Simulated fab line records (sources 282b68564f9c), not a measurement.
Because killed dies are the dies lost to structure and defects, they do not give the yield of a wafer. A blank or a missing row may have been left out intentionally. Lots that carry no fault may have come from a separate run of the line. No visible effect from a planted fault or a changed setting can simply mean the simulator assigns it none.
Split-lot study + flow rit_cmos + route with 202 steps; 5 lots, 23 wafers read

## ABOUT THE SPLIT
At RIT_PSD_IMPLANT_08, the setting energy_kev was moved away from the recipe's 27 on 9 of the 23 wafers read, by -1.9% to +4.8%. For the rest of the wafers, this setting stayed at what the recipe calls for.

## FROM THE SPLIT TO THE READING: what the file shows between them, 4 steps
- RIT_SDANNEAL_CLEAN_00: cleans in SC1, time 600 s (also split here: time_s)
- RIT_SDANNEAL_CLEAN_01: cleans in dHF, time 30 s
- RIT_SDANNEAL_CLEAN_02: cleans in SC2, time 600 s
- RIT_SDANNEAL_RTA_03: time 5 s

## THE READING
PSD_RS (ohm/sq), read at RIT_SDANNEAL_RS_MEAS_04 with a four-point probe. Fault-free wafers of this fab line usually give 115.6 ohm/sq, standard deviation 0.33 ohm/sq.

| wafer  | tool, chamber at the split | energy_kev as run | against the recipe | PSD_RS, ohm/sq | against lot-mates on the recipe |
|--------|----------------------------|-------------------|--------------------|----------------|---------------------------------|
| L074.1 | implanter-03, 0            | 27.88             | +3.3%              | 113.9          | -1.6                            |
| L074.3 | implanter-03, 0            | 27                | recipe             | 115.4          | -                               |
| L074.4 | implanter-03, 0            | 27.88             | +3.3%              | 113.5          | -2.0                            |
| L074.5 | implanter-03, 0            | 27.88             | +3.3%              | 113.5          | -2.0                            |
| L074.6 | implanter-03, 0            | 27                | recipe             | 115.6          | -                               |
| L075.1 | implanter-01, 0            | 27                | recipe             | 115.2          | -                               |
| L075.2 | implanter-01, 0            | 27                | recipe             | 115.5          | -                               |
| L075.4 | implanter-01, 0            | 27                | recipe             | 115.7          | -                               |
| L075.5 | implanter-01, 0            | 27                | recipe             | 115.7          | -                               |
| L075.6 | implanter-01, 0            | 27                | recipe             | 115.7          | -                               |
| L076.3 | implanter-04, 0            | 27                | recipe             | 115.7          | -                               |
| L076.4 | implanter-04, 0            | 27                | recipe             | 115.4          | -                               |
| L076.6 | implanter-04, 0            | 27                | recipe             | 115.3          | -                               |
| L079.1 | implanter-01, 0            | 26.49             | -1.9%              | 116.5          | +0.9                            |
| L079.2 | implanter-01, 0            | 26.49             | -1.9%              | 116.6          | +1.0                            |
| L079.3 | implanter-01, 0            | 26.49             | -1.9%              | 116.6          | +1.0                            |
| L079.5 | implanter-01, 0            | 27                | recipe             | 115.4          | -                               |
| L079.6 | implanter-01, 0            | 27                | recipe             | 115.7          | -                               |
| L081.1 | implanter-04, 0            | 27                | recipe             | 115.7          | -                               |
| L081.3 | implanter-04, 0            | 28.29             | +4.8%              | 113.2          | -2.6                            |
| L081.4 | implanter-04, 0            | 27                | recipe             | 115.9          | -                               |
| L081.5 | implanter-04, 0            | 28.29             | +4.8%              | 112.8          | -3.0                            |
| L081.6 | implanter-04, 0            | 28.29             | +4.8%              | 112.9          | -2.9                            |

FIT RESULTS
A straight line over all 23 wafers: PSD_RS changes by -0.554 ohm/sq for each +1% of energy_kev; r = -0.99; the points scatter about the line by 0.19 ohm/sq.
The same after taking each lot's own level away (the mean of its wafers on the recipe; 23 wafers): -0.579 ohm/sq for each +1%; r = -0.99; scatter 0.17 ohm/sq.
That fit puts the effect of the largest move of energy_kev on the reading at 2.8 ohm/sq.
The lots' own levels span 115.47 to 115.80 ohm/sq, that is 1.0 times the standard deviation above.
Consequently the slope shifts little with the lot-to-lot level, the two slopes agreeing.
Check: -2.83 ohm/sq against its lot-mates is what the line predicts for one of the wafers moved furthest among these (+4.8%) when that wafer is left out of the fit. Against them it came out at -2.6 ohm/sq.

## ADDITIONAL SPLITS CARRIED BY THESE WAFERS
Other splits were also applied to these wafers ahead of the reading. Each is held against what the fit with the lots' levels taken away leaves over:
| other split on the same wafers     | wafers away from the commonest value | r with PSD_RS (lot level and that fit taken away) |
|------------------------------------|--------------------------------------|---------------------------------------------------|
| RIT_PLDD_DEVELOP_05 develop_time_s | 9                                    | -0.03                                             |
| RIT_NSD_COAT_01 resist_thk_nm      | 6                                    | +0.01                                             |
| RIT_SDANNEAL_CLEAN_00 time_s       | 15                                   | +0.00                                             |

## THE WHOLE CHAIN: every reading that the file lists as answering this split, in the file's order
| step                    | what it does                 | reading                                                         | change (the file's fit)                | r (the file's) |
|-------------------------|------------------------------|-----------------------------------------------------------------|----------------------------------------|----------------|
| RIT_PSD_IMPLANT_08      |                              | implant.rp_nm (the simulator's own value, which no gauge read)  | +0.177 nm for each +1% of the setting  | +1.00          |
| RIT_PSD_IMPLANT_08      |                              | implant.drp_nm (the simulator's own value, which no gauge read) | +0.0843 nm for each +1% of the setting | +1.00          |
| RIT_SDANNEAL_RS_MEAS_04 | measures by four-point-probe | PSD_RS                                                          | -0.585 for each +1% of the setting     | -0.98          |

## FILE'S OWN FIT
PSD_RS changes by -0.585 ohm/sq for each +1% of energy_kev, r = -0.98.
